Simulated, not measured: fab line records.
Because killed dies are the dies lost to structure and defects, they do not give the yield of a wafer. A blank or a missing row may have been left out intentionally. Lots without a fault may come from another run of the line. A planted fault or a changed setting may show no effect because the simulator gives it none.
Code-filled problem report in 8D (eight disciplines) form ; flow rit-cmos ; the parts of the form that need people (team, actions taken, sign-off) are left out

## 1. WHAT IS WRONG
Mean PLDD_TW at RIT_PLDD_TW_MEAS_10: 2108 over 6 wafers in 2 lots; fault-free wafers: 2357, standard deviation 25. That is -9.9 standard deviations from the usual mean.
First seen on wafer L191.1, day 4 11:54, on film-metro-03. At this step, 42 wafers from 14 lots have a number in the record. By rule, "out" or "out of limits" means more than 4 standard deviations away from the usual mean. The other wafers with a number count as sound.

## 2. WHAT IT IS, AND WHAT IT ISN'T
question;is;is not
which readings at this step;PLDD_TW;-
which lots;L191, L192;L183, L184, L185, L186, L187, L193, L195, L197, L198, L200, L201, L203
which wafers of those lots;all that have a number;-
read on which gauges;film-metro-03;film-metro-01, film-metro-02
when;from day 4 11:54;"up to then (15 sound wafers); but 21 sound wafers of L193, L195, L197, L198, L200, L201, L203 came after"

## 3. THE SUSPECTS, EACH WITH WHAT RULES IT OUT
Counting: a tool stays on the suspect list if, at a process step up to the reading, it processed all lots that are out and no sound lot following the first of them.
- ruled out: the gauge at RIT_PLDD_TW_MEAS_10. All the wafers that are out were read on film-metro-03, but those of them that RIT_PLDD_IMPLANT_08 has rows for are out there too, on other tools.
- implanter-01 at RIT_PLDD_IMPLANT_08: kept. It ran every lot that is out, first L191 (day 4 11:34), and no sound lot after that; its last sound lot up to then is L185 (day 3 06:26). Its own dose-ions-cm2, faraday-current-uA readings are out on those wafers.
Remaining after the count: implanter-01 at RIT_PLDD_IMPLANT_08.

## 4. THE CAUSE (what the simulator had put in)
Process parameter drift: implanter-01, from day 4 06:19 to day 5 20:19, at RIT_PLDD_IMPLANT_08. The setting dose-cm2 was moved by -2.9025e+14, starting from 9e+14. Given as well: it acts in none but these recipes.
After counting, this tool was the only one left.

## 5. THE CHAIN OF EFFECTS, in route order
Each row: a reading whose mean over the struck wafers that have a number lies more than 3 standard deviations from the usual. Only readings whose record carries a usual standard deviation are examined. hours: median over the lots of the time between each lot's start at the first step of this table that gives one and its start at this step. sigmas: the change, counted in usual standard deviations.
hours;step;reading;usual;on struck wafers;change;sigmas
0;RIT_PLDD_IMPLANT_08;dose-ions-cm2;9e+14;6e+14;-3e+14;-99 or more
0;RIT_PLDD_IMPLANT_08;faraday-current-uA;2831;1921;-910;-15
0;RIT_PLDD_TW_MEAS_10;PLDD_TW;2357;2108;-249;-9.9
7;RIT_SDANNEAL_RS_MEAS_06;PLDD_RS;178.6 ohm/sq;222.7;+44.1;+96
Here are the process steps it includes:
- RIT_PLDD_IMPLANT_08

## 6. HOW IT WOULD HAVE BEEN CAUGHT EARLIER
The first out-of-limits reading at a measuring or inspecting step in this record came at day 4 11:54, 6 hours after the fault's start at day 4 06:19.
The tool's own readings at RIT_PLDD_IMPLANT_08 were out on every struck wafer that the step has a row for (dose-ions-cm2, faraday-current-uA): an alarm limit on them would have fired on the first of those.
Lots out: 2; of these, L192 started RIT_PLDD_IMPLANT_08 on implanter-01 after day 4 11:54. Holding the tool at that time would have saved it.
